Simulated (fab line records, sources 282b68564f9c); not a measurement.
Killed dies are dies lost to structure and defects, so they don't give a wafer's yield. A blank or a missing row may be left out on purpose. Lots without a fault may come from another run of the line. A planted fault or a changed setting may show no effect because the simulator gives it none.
Which tool did it? | flow rit_cmos | 13 lots, 39 wafers sampled, at 6 steps of a route of 202

WHAT THE GAUGES READ, wafer by wafer
RIT_NRETRO_OVL_MEAS_06. Usual: NRETRO_OVL 0.6 nm, standard deviation 1.4.
lot  | measured    | on         | NRETRO_OVL (nm) | flag
L464 | day 2 07:01 | overlay-02 | -0.5 1.3 1.0    |
L465 | day 2 11:46 | overlay-01 | -0.6 0.6 -1.9   |
L466 | day 2 16:58 | overlay-02 | 3.5 1.5 -0.3    |
L467 | day 3 02:40 | overlay-01 | -0.5 -0.9 1.5   |
L468 | day 3 05:21 | overlay-02 | 2.3 2.1 3.0     |
L469 | day 3 09:22 | overlay-01 | 1.5 -0.3 -0.8   |
L470 | day 3 17:26 | overlay-01 | 1.4 -0.8 1.0    |
L471 | day 3 20:52 | overlay-01 | 2.0 1.5 2.8     |
L472 | day 3 23:26 | overlay-01 | 1.0 1.3 2.4     |
L477 | day 5 02:57 | overlay-02 | 0.5 1.9 2.8     |
L479 | day 5 11:36 | overlay-02 | -1.1 -1.3 -1.7  |
L485 | day 7 01:56 | overlay-02 | 0.1 -0.3 -2.5   |
L486 | day 7 08:28 | overlay-02 | 1.0 2.1 1.8     |

RIT_SDANNEAL_RS_MEAS_04: measures by four-point-probe. Usual: PSD_RS 116.00 ohm/sq, standard deviation 0.29.
lot  | measured    | on            | PSD_RS (ohm/sq)      | flag
L464 | day 3 12:34 | film_metro-02 | 115.91 115.75 115.67 |
L465 | day 3 13:05 | film_metro-04 | 116.34 116.31 116.33 |
L466 | day 3 14:53 | film_metro-02 | 116.20 115.59 115.74 |
L467 | day 4 01:38 | film_metro-04 | 116.11 115.37 115.81 |
L468 | day 4 03:15 | film_metro-03 | 116.10 116.37 116.47 |
L469 | day 4 08:32 | film_metro-04 | 116.16 116.13 116.05 |
L470 | day 4 15:16 | film_metro-02 | 115.73 115.80 115.78 |
L471 | day 4 18:16 | film_metro-03 | 116.32 116.08 116.13 |
L472 | day 4 20:25 | film_metro-04 | 115.85 115.88 115.64 |
L477 | day 6 02:34 | film_metro-02 | 94.04 94.20 93.85    | OFF
L479 | day 6 17:47 | film_metro-02 | 93.88 94.07 94.43    | OFF
L485 | day 8 04:47 | film_metro-03 | 116.39 116.41 116.37 |
L486 | day 8 13:31 | film_metro-03 | 116.46 116.57 116.36 |

RIT_SDANNEAL_RS_MEAS_05: measures by four-point-probe. Usual: NSD_RS 84.52 ohm/sq, standard deviation 0.29.
lot  | measured    | on            | NSD_RS (ohm/sq)   | flag
L464 | day 3 12:41 | film_metro-02 | 84.38 84.15 84.27 |
L465 | day 3 13:13 | film_metro-04 | 84.40 84.37 84.44 |
L466 | day 3 15:01 | film_metro-02 | 84.90 84.42 84.28 |
L467 | day 4 01:45 | film_metro-04 | 84.61 84.52 84.71 |
L468 | day 4 03:22 | film_metro-03 | 84.41 84.34 84.40 |
L469 | day 4 08:39 | film_metro-04 | 84.69 84.52 84.45 |
L470 | day 4 15:23 | film_metro-02 | 84.22 84.70 84.27 |
L471 | day 4 18:23 | film_metro-03 | 84.48 84.34 84.44 |
L472 | day 4 20:32 | film_metro-04 | 84.17 84.19 83.85 |
L477 | day 6 02:41 | film_metro-02 | 83.74 83.54 83.88 |
L479 | day 6 17:55 | film_metro-02 | 83.40 83.50 83.70 | OFF
L485 | day 8 04:55 | film_metro-03 | 85.22 84.95 84.88 |
L486 | day 8 13:38 | film_metro-03 | 84.32 84.44 84.78 |

RIT_SDANNEAL_RS_MEAS_06: measures by four-point-probe. Usual: PLDD_RS 178.8 ohm/sq, standard deviation 0.48.
lot  | measured    | on            | PLDD_RS (ohm/sq)  | flag
L464 | day 3 12:48 | film_metro-02 | 179.1 178.5 178.4 |
L465 | day 3 13:20 | film_metro-04 | 179.2 179.4 179.6 |
L466 | day 3 15:08 | film_metro-02 | 178.6 178.6 178.7 |
L467 | day 4 01:52 | film_metro-04 | 178.4 177.8 177.5 |
L468 | day 4 03:29 | film_metro-03 | 178.8 179.7 178.8 |
L469 | day 4 08:46 | film_metro-04 | 178.6 178.8 178.5 |
L470 | day 4 15:30 | film_metro-02 | 178.7 178.5 178.8 |
L471 | day 4 18:31 | film_metro-03 | 179.2 179.0 179.3 |
L472 | day 4 20:40 | film_metro-04 | 178.0 178.7 178.1 |
L477 | day 6 02:49 | film_metro-02 | 160.3 160.7 159.9 | OFF
L479 | day 6 18:02 | film_metro-02 | 159.1 159.3 160.4 | OFF
L485 | day 8 05:02 | film_metro-03 | 178.8 179.5 179.1 |
L486 | day 8 13:46 | film_metro-03 | 179.0 179.1 178.9 |

WHICH TOOL RAN EACH LOT (tool, then ch and the chambers of the sampled wafers, then the start)
lot  | RIT_NRETRO_STRIP_09                 | RIT_SDANNEAL_RTA_03
L464 | plasma_asher-02 ch 0,1, day 2 07:27 | rtp_anneal-01 ch 0, day 3 12:30
L465 | plasma_asher-01 ch 0, day 2 12:11   | rtp_anneal-02 ch 0, day 3 13:01
L466 | plasma_asher-02 ch 0,1, day 2 17:24 | rtp_anneal-01 ch 0, day 3 14:49
L467 | plasma_asher-02 ch 0,1, day 3 03:05 | rtp_anneal-02 ch 0, day 4 01:34
L468 | plasma_asher-02 ch 0,1, day 3 05:47 | rtp_anneal-01 ch 0, day 4 03:11
L469 | plasma_asher-01 ch 0,1, day 3 09:47 | rtp_anneal-02 ch 0, day 4 08:28
L470 | plasma_asher-02 ch 0,1, day 3 17:55 | rtp_anneal-01 ch 0, day 4 15:11
L471 | plasma_asher-03 ch 0,1, day 3 21:19 | rtp_anneal-02 ch 0, day 4 18:13
L472 | plasma_asher-01 ch 1, day 3 23:52   | rtp_anneal-01 ch 0, day 4 20:21
L477 | plasma_asher-01 ch 0,1, day 5 03:23 | rtp_anneal-02 ch 0, day 6 02:31
L479 | plasma_asher-01 ch 0,1, day 5 12:02 | rtp_anneal-02 ch 0, day 6 17:44
L485 | plasma_asher-03 ch 0,1, day 7 02:25 | rtp_anneal-01 ch 0, day 8 04:43
L486 | plasma_asher-03 ch 0,1, day 7 08:53 | rtp_anneal-01 ch 0, day 8 13:27
- RIT_NRETRO_STRIP_09: strips in O2, time 180 s.
- RIT_SDANNEAL_RTA_03: time 5 s.

WHAT THE TOOLS THEMSELVES READ (means of the sampled wafers that have a number; where no wafer has one, the mark that the record gives instead)
RIT_NRETRO_STRIP_09. Usual: drypump_motor_current_A 5.7 A, standard deviation 0.54.
lot  | tool            | drypump_motor_current_A (A) | flag
L464 | plasma_asher-02 | 5.7                         |
L465 | plasma_asher-01 | 4.7                         |
L466 | plasma_asher-02 | 5.7                         |
L467 | plasma_asher-02 | 5.7                         |
L468 | plasma_asher-02 | 5.7                         |
L469 | plasma_asher-01 | 5.6                         |
L470 | plasma_asher-02 | 5.7                         |
L471 | plasma_asher-03 | 6.1                         |
L472 | plasma_asher-01 | 6.0                         |
L477 | plasma_asher-01 | 5.6                         |
L479 | plasma_asher-01 | 5.6                         |
L485 | plasma_asher-03 | 6.1                         |
L486 | plasma_asher-03 | 6.1                         |

RIT_SDANNEAL_RTA_03. Usual: ramp_down_c_per_s 171.00, standard deviation 0.033; wafer_temp_C_max 1053.6, standard deviation 1.1.
lot  | tool          | ramp_down_c_per_s | wafer_temp_C_max | flag
L464 | rtp_anneal-01 | 171.00            | 1053.6           |
L465 | rtp_anneal-02 | 171.00            | 1054.0           |
L466 | rtp_anneal-01 | 170.98            | 1054.0           |
L467 | rtp_anneal-02 | 170.97            | 1053.3           |
L468 | rtp_anneal-01 | 171.02            | 1052.7           |
L469 | rtp_anneal-02 | 171.01            | 1053.2           |
L470 | rtp_anneal-01 | 171.00            | 1052.8           |
L471 | rtp_anneal-02 | 170.99            | 1053.9           |
L472 | rtp_anneal-01 | 171.00            | 1053.4           |
L477 | rtp_anneal-02 | 171.01            | 1087.0           | OFF
L479 | rtp_anneal-02 | 171.03            | 1086.4           | OFF
L485 | rtp_anneal-01 | 171.00            | 1053.2           |
L486 | rtp_anneal-01 | 171.00            | 1054.6           |

THE ANSWER, worked out from the rows above alone
Rule: a lot is off if the mean of its wafers that have a number lies more than 3 standard deviations from the usual mean. A lot without any number at a reading at which 4 lots or more have one is off too. The other lots that the step has rows for count as sound. The gauges are gone through in route order, then the tools' own readings, and for those a lot's mean is taken as printed above. The first step at which some lot is off is used, and at that step the reading that is off furthest; a lot without a number counts as furthest.
Off: L477, L479, at RIT_SDANNEAL_RS_MEAS_04 (PSD_RS).
A tool fits if, at a process step before that reading, it ran every lot that is off, and no sound lot after the first of them. The gauges at RIT_SDANNEAL_RS_MEAS_04 aren't tried: what is off there is off at RIT_SDANNEAL_RTA_03 too, on other tools, and a gauge's error can't cause that. Can't be told from this: 2 tools fit, plasma_asher-01 at RIT_NRETRO_STRIP_09, rtp_anneal-02 at RIT_SDANNEAL_RTA_03.

WHAT THE SIMULATOR HAD PUT IN
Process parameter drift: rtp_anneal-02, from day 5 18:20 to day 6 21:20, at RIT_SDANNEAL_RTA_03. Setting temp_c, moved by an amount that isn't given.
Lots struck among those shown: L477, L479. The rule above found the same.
